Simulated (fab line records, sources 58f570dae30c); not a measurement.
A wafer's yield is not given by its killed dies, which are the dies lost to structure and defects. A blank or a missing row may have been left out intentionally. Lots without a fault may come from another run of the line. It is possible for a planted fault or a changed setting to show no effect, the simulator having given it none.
A single fault, viewed from 2 desks | flow berkeley-cmos170 | numbers are kept per desk, each desk with only its own; the story behind them comes last

== FOR THE TOOL OWNER'S DESK: implanter-03 ==
For each lot that ran on this tool, the mean over its sampled wafers that have a number, from the tool's own readings at UCB170_PFIELD_IMPLANT_07. If a lot's mean is further than 4 standard deviations from the usual mean, the lot is out of limits and carries the mark OUT (the distance appears in the brackets).
Columns: A = dose-ions-cm2 at UCB170_PFIELD_IMPLANT_07, usual 2.0002e+13; B = faraday-current-uA at UCB170_PFIELD_IMPLANT_07, usual 63.5
lot  | first seen here | A                            | B
L612 | day 6 13:47     | 1.9989e+13                   | 63.6
L611 | day 6 14:44     | 2.0010e+13                   | 63.7
L617 | day 7 02:05     | 3.2007e+13 (+99 or more) OUT | 100.3 (+31) OUT
L615 | day 7 02:35     | 3.2029e+13 (+99 or more) OUT | 100.5 (+31) OUT
This desk finds L615, L617 out of limits, L617 being first, at day 7 02:05 (dose-ions-cm2 at UCB170_PFIELD_IMPLANT_07). In limits: L612, L611.

== METROLOGY DESK ==
Means of the sampled wafers that have a number, per lot and without regard to the tool the lot ran on: this is what the gauges read. If a lot's mean is further than 4 standard deviations from the usual mean, the lot is out of limits and carries the mark OUT (the distance appears in the brackets).
Columns: A = PWELL_OXIDE_THK at UCB170_PWELL_THK_MEAS_03, usual 26.6 nm; B = PFIELD_TW at UCB170_PFIELD_TW_MEAS_09, usual 596; C = FIELD_OXIDE_LEFT_1_THK at UCB170_FIELD_THK_MEAS_90, usual 439 nm
lot  | first seen here | A    | B             | C
L606 | day 3 03:57     | 26.3 | 596           | 428
L605 | day 3 04:00     | 26.2 | 596           | 444
L610 | day 4 00:24     | 26.5 | 593           | 444
L611 | day 4 13:06     | 26.7 | 591           | 445
L612 | day 4 13:07     | 26.1 | 589           | 448
L613 | day 4 19:32     | 26.0 | 597           | 452
L615 | day 5 07:34     | 26.7 | 689 (+15) OUT | 434
L616 | day 5 07:34     | 26.1 | 601           | 438
L617 | day 5 07:34     | 26.8 | 692 (+16) OUT | 433
L623 | day 6 17:58     | 27.3 | 604           | 436
L624 | day 7 04:19     | 26.8 | 608           | 437
L626 | day 7 10:51     | 27.2 | 589           | 442
L627 | day 7 10:51     | 26.9 | 589           | 436
L628 | day 7 19:13     | 27.2 | 594           | 450
Finding of this desk: L615, L617 out of limits, first seen on L617 at day 7 02:20 (PFIELD_TW at UCB170_PFIELD_TW_MEAS_09). In limits: L606, L605, L610, L611, L612, L613, L616, L623, L624, L626, L627, L628.

== TAKEN TOGETHER ==
The tool owner's desk could have raised an alarm at day 7 02:05, on L615, L617.
An alarm was possible from the metrology desk at day 7 02:20, on L615, L617.
All the named lots went through UCB170_PFIELD_IMPLANT_07 on implanter-03.

== WHAT THE SIMULATOR HAD PUT IN ==
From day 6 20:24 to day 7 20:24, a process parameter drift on implanter-03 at UCB170_PFIELD_IMPLANT_07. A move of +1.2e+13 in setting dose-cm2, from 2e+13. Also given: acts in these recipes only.
Struck lots among those shown: L615, L617.
Fault start to first reading out of limits, in hours, per desk: tool owner, 6; metrology, 6.
